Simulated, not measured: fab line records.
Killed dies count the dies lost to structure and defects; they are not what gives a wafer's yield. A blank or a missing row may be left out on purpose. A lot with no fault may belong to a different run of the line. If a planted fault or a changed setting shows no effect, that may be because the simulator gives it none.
fab line records + flow ritCmos
record
- lots=15
- wafers=45
- lastDay=7
route steps=202 shown SDANNEAL@156 CONTACT@169 M1@190
lots with no fault: from the same line, run without faults
startH: start of the lot's first displayed wafer, in hours after the record's first day + waitH: hours from the lot's prior step to this one + " same as the row above + L1.1+2: several wafers, shown together as one row + - no value, or no start given + * or withheld: withheld + < > ~ a bound
route shown NAME@n: names a module that has steps shown in the file, with the first one's number in the route + usual: mean/standard deviation of fault-free wafers + same: alike in all rows + chamber/n: place in a boat + sites: each site's reading + _std_site: their standard deviation + _edge_site: inner sites' mean taken away from outer sites' mean + radiusMm: for every site, how far away it sits from the centre of the wafer + mask NAME#n: copy n + behind: the most recent tool/chamber to have shaped the wafer + hold: what put the lot on hold/how long, in hours/how the hold closed + device: whichever transistor did not switch (one of n, p or np) + end of line: the same wafers' tests at the end of the route + a step with no rows: only its recipe + killed: dies lost to structure and defects at the first sort, not the wafer's yield + map: per-die view of a wafer (x killed, . not killed, _ where there is no die)
set.NAME: the run value of the setting; set.NAME@STEP: its run value at that earlier step + model.NAME: the simulator's own value behind a step, which no gauge read
one table for each step of the route and one row for each wafer, over a sample of lots
services: from which hour (startH, from the record's first day; less than 0 if before it) a tool's chamber was out of use, for how many hours, and why
## steps
# step RIT_SDANNEAL_RTA_03
# recipe
- tempC=1050
- timeS=5
- idleTempC=600
- rampUpCPerS=342
- rampDownCPerS=171
- coolToC=600
- ambient=N2
# usual
- wafer_temp_C_max=1053.5/1.1
# same
- timeS=5
| lot.wafer | tool         | chamber | startH | waitH | wafer_temp_C_max |
|-----------|--------------|---------|--------|-------|------------------|
| L911.2    | rtpAnneal-01 | 0       | 51.92  | 0.0   | 1052.3           |
| L911.4    | "            | 0       | "      | "     | 1053.0           |
| L911.6    | "            | 0       | "      | "     | 1053.3           |
| L912.3    | rtpAnneal-02 | 0       | 54.07  | 0.0   | 1053.6           |
| L912.5    | "            | 0       | "      | "     | 1053.7           |
| L912.6    | "            | 0       | "      | "     | 1055.2           |
| L913.1    | rtpAnneal-01 | 0       | 59.24  | 0.0   | 1052.2           |
| L913.2    | "            | 0       | "      | "     | 1051.9           |
| L913.5    | "            | 0       | "      | "     | 1053.2           |
| L914.1    | rtpAnneal-02 | 0       | 65.85  | 0.0   | 1053.6           |
| L914.2    | "            | 0       | "      | "     | 1053.9           |
| L914.3    | "            | 0       | "      | "     | 1055.2           |
| L915.1    | rtpAnneal-01 | 0       | 69.40  | 0.0   | 1053.3           |
| L915.2    | "            | 0       | "      | "     | 1054.7           |
| L915.6    | "            | 0       | "      | "     | 1053.4           |
| L918.3    | rtpAnneal-02 | 0       | 88.15  | 0.0   | 1052.8           |
| L918.5    | "            | 0       | "      | "     | 1051.7           |
| L918.6    | "            | 0       | "      | "     | 1053.0           |
| L919.3    | rtpAnneal-01 | 0       | 94.17  | 0.0   | 1053.7           |
| L919.4    | "            | 0       | "      | "     | 1054.6           |
| L919.5    | "            | 0       | "      | "     | 1053.9           |
| L920.3    | rtpAnneal-02 | 0       | 97.87  | 0.0   | 1054.9           |
| L920.4    | "            | 0       | "      | "     | 1056.0           |
| L920.5    | "            | 0       | "      | "     | 1054.0           |
| L921.1    | rtpAnneal-01 | 0       | 102.80 | 0.0   | 1055.0           |
| L921.4    | "            | 0       | "      | "     | 1054.2           |
| L921.5    | "            | 0       | "      | "     | 1052.2           |
| L925.1    | rtpAnneal-01 | 0       | 123.37 | 0.0   | 1054.9           |
| L925.2    | "            | 0       | "      | "     | 1052.3           |
| L925.4    | "            | 0       | "      | "     | 1054.7           |
| L930.1    | rtpAnneal-02 | 0       | 145.60 | 0.0   | 1052.0           |
| L930.2    | "            | 0       | "      | "     | 1054.0           |
| L930.5    | "            | 0       | "      | "     | 1051.6           |
| L931.3    | rtpAnneal-01 | 0       | 150.20 | 0.0   | 1053.9           |
| L931.4    | "            | 0       | "      | "     | 1054.0           |
| L931.5    | "            | 0       | "      | "     | 1053.4           |
| L932.3    | rtpAnneal-02 | 0       | 154.61 | 0.0   | 1055.0           |
| L932.4    | "            | 0       | "      | "     | 1051.7           |
| L932.5    | "            | 0       | "      | "     | 1053.0           |
| L933.3    | rtpAnneal-01 | 0       | 162.42 | 0.0   | 1054.5           |
| L933.4    | "            | 0       | "      | "     | 1054.6           |
| L933.5    | "            | 0       | "      | "     | 1053.4           |
| L934.2    | rtpAnneal-02 | 0       | 170.77 | 0.0   | 1051.8           |
| L934.5    | "            | 0       | "      | "     | 1052.5           |
| L934.6    | "            | 0       | "      | "     | 1053.6           |
# step RIT_CONTACT_THK_MEAS_01
# recipe
- reads=SiO2_of_CONTACT_CVD_00
# usual
- CONTACT_TEOS_THK=399/4.2
| lot.wafer | tool         | chamber | startH | waitH | CONTACT_TEOS_THK[nm] |
|-----------|--------------|---------|--------|-------|----------------------|
| L911.2    | filmMetro-02 | -       | 53.04  | 0.0   | 402                  |
| L911.4    | "            | -       | "      | "     | 408                  |
| L911.6    | "            | -       | "      | "     | 405                  |
| L912.3    | filmMetro-02 | -       | 55.18  | 0.0   | 396                  |
| L912.5    | "            | -       | "      | "     | 401                  |
| L912.6    | "            | -       | "      | "     | 402                  |
| L913.1    | filmMetro-02 | -       | 60.35  | 0.0   | 397                  |
| L913.2    | "            | -       | "      | "     | 394                  |
| L913.5    | "            | -       | "      | "     | 405                  |
| L914.1    | filmMetro-04 | -       | 66.95  | 0.0   | 397                  |
| L914.2    | "            | -       | "      | "     | 397                  |
| L914.3    | "            | -       | "      | "     | 398                  |
| L915.1    | filmMetro-04 | -       | 70.53  | 0.1   | 397                  |
| L915.2    | "            | -       | "      | "     | 397                  |
| L915.6    | "            | -       | "      | "     | 401                  |
| L918.3    | filmMetro-04 | -       | 89.26  | 0.0   | 393                  |
| L918.5    | "            | -       | "      | "     | 406                  |
| L918.6    | "            | -       | "      | "     | 402                  |
| L919.3    | filmMetro-02 | -       | 95.28  | 0.0   | 394                  |
| L919.4    | "            | -       | "      | "     | 404                  |
| L919.5    | "            | -       | "      | "     | 404                  |
| L920.3    | filmMetro-01 | -       | 98.98  | 0.0   | 397                  |
| L920.4    | "            | -       | "      | "     | 403                  |
| L920.5    | "            | -       | "      | "     | 402                  |
| L921.1    | filmMetro-04 | -       | 104.04 | 0.0   | 389                  |
| L921.4    | "            | -       | "      | "     | 401                  |
| L921.5    | "            | -       | "      | "     | 401                  |
| L925.1    | filmMetro-01 | -       | 124.48 | 0.0   | 394                  |
| L925.2    | "            | -       | "      | "     | 395                  |
| L925.4    | "            | -       | "      | "     | 398                  |
| L930.1    | filmMetro-04 | -       | 146.71 | 0.0   | 399                  |
| L930.2    | "            | -       | "      | "     | 393                  |
| L930.5    | "            | -       | "      | "     | 403                  |
| L931.3    | filmMetro-04 | -       | 151.32 | 0.0   | 395                  |
| L931.4    | "            | -       | "      | "     | 401                  |
| L931.5    | "            | -       | "      | "     | 401                  |
| L932.3    | filmMetro-04 | -       | 155.72 | 0.0   | 393                  |
| L932.4    | "            | -       | "      | "     | 397                  |
| L932.5    | "            | -       | "      | "     | 402                  |
| L933.3    | filmMetro-01 | -       | 163.53 | 0.0   | 394                  |
| L933.4    | "            | -       | "      | "     | 399                  |
| L933.5    | "            | -       | "      | "     | 408                  |
| L934.2    | filmMetro-04 | -       | 171.88 | 0.0   | 391                  |
| L934.5    | "            | -       | "      | "     | 400                  |
| L934.6    | "            | -       | "      | "     | 399                  |
# step RIT_M1_EXPOSE_06
# recipe
- maskId=M12
- na=0.6
- sourceShape=conventional
- sigmaOuter=0.5
- targetCdNm=2600
- doseMj=250
# usual
- exposureDoseMJCm2=250.02/0.26
- focusOffsetNm=-0.1/0.64
| lot.wafer | tool            | chamber | startH | waitH | mask  | exposureDoseMJCm2 | focusOffsetNm |
|-----------|-----------------|---------|--------|-------|-------|-------------------|---------------|
| L911.2    | ilineStepper-01 | 0       | 56.32  | 0.1   | M12#0 | 250.55            | 1.0           |
| L911.4    | "               | 0       | "      | "     | M12#0 | 250.39            | 0.2           |
| L911.6    | "               | 0       | "      | "     | M12#0 | 250.31            | 0.2           |
| L912.3    | ilineStepper-01 | 0       | 58.55  | 0.1   | M12#0 | 250.32            | 0.7           |
| L912.5    | "               | 0       | "      | "     | M12#0 | 250.41            | 0.5           |
| L912.6    | "               | 0       | "      | "     | M12#0 | 249.84            | 0.3           |
| L913.1    | ilineStepper-01 | 0       | 63.46  | 0.1   | M12#0 | 250.05            | -0.1          |
| L913.2    | "               | 0       | "      | "     | M12#0 | 250.21            | 0.0           |
| L913.5    | "               | 0       | "      | "     | M12#0 | 250.09            | -0.1          |
| L914.1    | ilineStepper-02 | 0       | 70.32  | 0.2   | M12#0 | 250.25            | -1.3          |
| L914.2    | "               | 0       | "      | "     | M12#0 | 249.94            | -0.1          |
| L914.3    | "               | 0       | "      | "     | M12#0 | 250.37            | -0.7          |
| L915.1    | ilineStepper-01 | 0       | 73.79  | 0.2   | M12#0 | 250.11            | -0.1          |
| L915.2    | "               | 0       | "      | "     | M12#0 | 250.15            | -0.4          |
| L915.6    | "               | 0       | "      | "     | M12#0 | 249.93            | -0.5          |
| L918.3    | ilineStepper-02 | 0       | 92.52  | 0.1   | M12#0 | 250.16            | 0.1           |
| L918.5    | "               | 0       | "      | "     | M12#0 | 249.81            | 0.0           |
| L918.6    | "               | 0       | "      | "     | M12#0 | 250.21            | -0.6          |
| L919.3    | ilineStepper-01 | 0       | 98.52  | 0.2   | M12#0 | 249.23            | 0.5           |
| L919.4    | "               | 0       | "      | "     | M12#0 | 249.61            | 0.7           |
| L919.5    | "               | 0       | "      | "     | M12#0 | 249.93            | 0.7           |
| L920.3    | ilineStepper-01 | 0       | 102.24 | 0.1   | M12#0 | 249.87            | -0.8          |
| L920.4    | "               | 0       | "      | "     | M12#0 | 249.91            | 0.4           |
| L920.5    | "               | 0       | "      | "     | M12#0 | 249.95            | 1.2           |
| L921.1    | ilineStepper-01 | 0       | 107.15 | 0.1   | M12#0 | 250.19            | -0.2          |
| L921.4    | "               | 0       | "      | "     | M12#0 | 249.85            | 0.3           |
| L921.5    | "               | 0       | "      | "     | M12#0 | 250.55            | 0.7           |
| L925.1    | ilineStepper-02 | 0       | 127.70 | 0.1   | M12#0 | 250.04            | -1.0          |
| L925.2    | "               | 0       | "      | "     | M12#0 | 250.01            | -0.9          |
| L925.4    | "               | 0       | "      | "     | M12#0 | 250.28            | -0.8          |
| L930.1    | ilineStepper-01 | -       | 150.07 | 0.2   | M12#0 | -                 | -             |
| L930.2    | "               | -       | "      | "     | M12#0 | -                 | -             |
| L930.5    | "               | -       | "      | "     | M12#0 | -                 | -             |
| L931.3    | ilineStepper-02 | -       | 154.93 | 0.2   | M12#0 | -                 | -             |
| L931.4    | "               | -       | "      | "     | M12#0 | -                 | -             |
| L931.5    | "               | -       | "      | "     | M12#0 | -                 | -             |
| L932.3    | ilineStepper-01 | -       | 158.99 | 0.2   | M12#0 | -                 | -             |
| L932.4    | "               | -       | "      | "     | M12#0 | -                 | -             |
| L932.5    | "               | -       | "      | "     | M12#0 | -                 | -             |
| L933.3    | ilineStepper-02 | 0       | 166.91 | 0.2   | M12#0 | 249.92            | -1.0          |
| L933.4    | "               | 0       | "      | "     | M12#0 | 249.78            | -0.2          |
| L933.5    | "               | 0       | "      | "     | M12#0 | 250.05            | -2.0          |
| L934.2    | ilineStepper-01 | 0       | 175.11 | 0.2   | M12#0 | 249.95            | 0.5           |
| L934.5    | "               | 0       | "      | "     | M12#0 | 250.01            | 0.5           |
| L934.6    | "               | 0       | "      | "     | M12#0 | 249.93            | -0.2          |
# step RIT_M1_OVL_MEAS_10
# usual
- M1_OVL=0.0/1.2
| lot.wafer | tool       | chamber | startH | waitH | M1_OVL[nm] |
|-----------|------------|---------|--------|-------|------------|
| L911.2    | overlay-01 | -       | 56.91  | 0.1   | 1.1        |
| L911.4    | "          | -       | "      | "     | -0.5       |
| L911.6    | "          | -       | "      | "     | -0.7       |
| L912.3    | overlay-01 | -       | 59.11  | 0.1   | 0.0        |
| L912.5    | "          | -       | "      | "     | -0.8       |
| L912.6    | "          | -       | "      | "     | -1.7       |
| L913.1    | overlay-01 | -       | 64.01  | 0.1   | -1.7       |
| L913.2    | "          | -       | "      | "     | -1.6       |
| L913.5    | "          | -       | "      | "     | -0.9       |
| L914.1    | overlay-02 | -       | 70.87  | 0.1   | 2.2        |
| L914.2    | "          | -       | "      | "     | 2.7        |
| L914.3    | "          | -       | "      | "     | 1.8        |
| L915.1    | overlay-02 | -       | 74.41  | 0.1   | 0.6        |
| L915.2    | "          | -       | "      | "     | -1.5       |
| L915.6    | "          | -       | "      | "     | 0.0        |
| L918.3    | overlay-01 | -       | 93.04  | 0.1   | 0.1        |
| L918.5    | "          | -       | "      | "     | -0.4       |
| L918.6    | "          | -       | "      | "     | 0.2        |
| L919.3    | overlay-01 | -       | 99.04  | 0.1   | -1.4       |
| L919.4    | "          | -       | "      | "     | 1.2        |
| L919.5    | "          | -       | "      | "     | -1.8       |
| L920.3    | overlay-02 | -       | 102.76 | 0.1   | -1.0       |
| L920.4    | "          | -       | "      | "     | 0.0        |
| L920.5    | "          | -       | "      | "     | 0.3        |
| L921.1    | overlay-02 | -       | 107.70 | 0.1   | -1.4       |
| L921.4    | "          | -       | "      | "     | -0.2       |
| L921.5    | "          | -       | "      | "     | -1.5       |
| L925.1    | overlay-01 | -       | 128.25 | 0.1   | 0.9        |
| L925.2    | "          | -       | "      | "     | -0.3       |
| L925.4    | "          | -       | "      | "     | -1.7       |
| L930.1    | overlay-01 | -       | 150.62 | 0.1   | -          |
| L930.2    | "          | -       | "      | "     | -          |
| L930.5    | "          | -       | "      | "     | -          |
| L931.3    | overlay-02 | -       | 155.45 | 0.1   | -          |
| L931.4    | "          | -       | "      | "     | -          |
| L931.5    | "          | -       | "      | "     | -          |
| L932.3    | overlay-02 | -       | 159.52 | 0.1   | -          |
| L932.4    | "          | -       | "      | "     | -          |
| L932.5    | "          | -       | "      | "     | -          |
| L933.3    | overlay-01 | -       | 167.43 | 0.1   | 1.2        |
| L933.4    | "          | -       | "      | "     | 0.9        |
| L933.5    | "          | -       | "      | "     | 0.8        |
| L934.2    | overlay-01 | -       | 175.80 | 0.1   | -0.6       |
| L934.5    | "          | -       | "      | "     | -0.2       |
| L934.6    | "          | -       | "      | "     | 0.1        |
## services
| tool            | chamber | startH | hours | kind                   |
|-----------------|---------|--------|-------|------------------------|
| ilineStepper-02 | -       | 81.00  | 2.1   | pm                     |
| ilineStepper-02 | -       | 83.08  | -     | consumableReplace:lamp |
| rtpAnneal-02    | -       | 131.24 | 2.6   | pm                     |
| rtpAnneal-01    | -       | 172.66 | 3.6   | pm                     |
## key
firstSign
- step=RIT_M1_EXPOSE_06
- reading=toolRecord
- direction=missing
effect none on later readings
metAt RIT_M1_EXPOSE_06
struckLots L930,L931,L932
laterRowsLeftOut L930.1,L930.2,L930.5,L931.3,L931.4,L931.5,L932.3,L932.4,L932.5
sortLeftOut L930.1,L930.2,L930.5,L931.3,L931.4,L931.5,L932.3,L932.4,L932.5
notActingAt RIT_SDANNEAL_RTA_03,RIT_CONTACT_THK_MEAS_01,RIT_M1_OVL_MEAS_10
onsetBetween 127.70 150.07
fault
- kind=skippedStepWhole
- tool=ilineStepper-01,ilineStepper-02
- chamber=-
- onsetH=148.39
- steps=RIT_M1_EXPOSE_06
- scope=struckLotsOnly
# sortLeftOut: the simulated sort isn't trusted on such a fault, so these wafers' sort isn't shown, and their yield isn't known
# laterRowsLeftOut: the simulator's readings of these wafers behind a module that went badly wrong aren't trusted and aren't shown, but for the sort
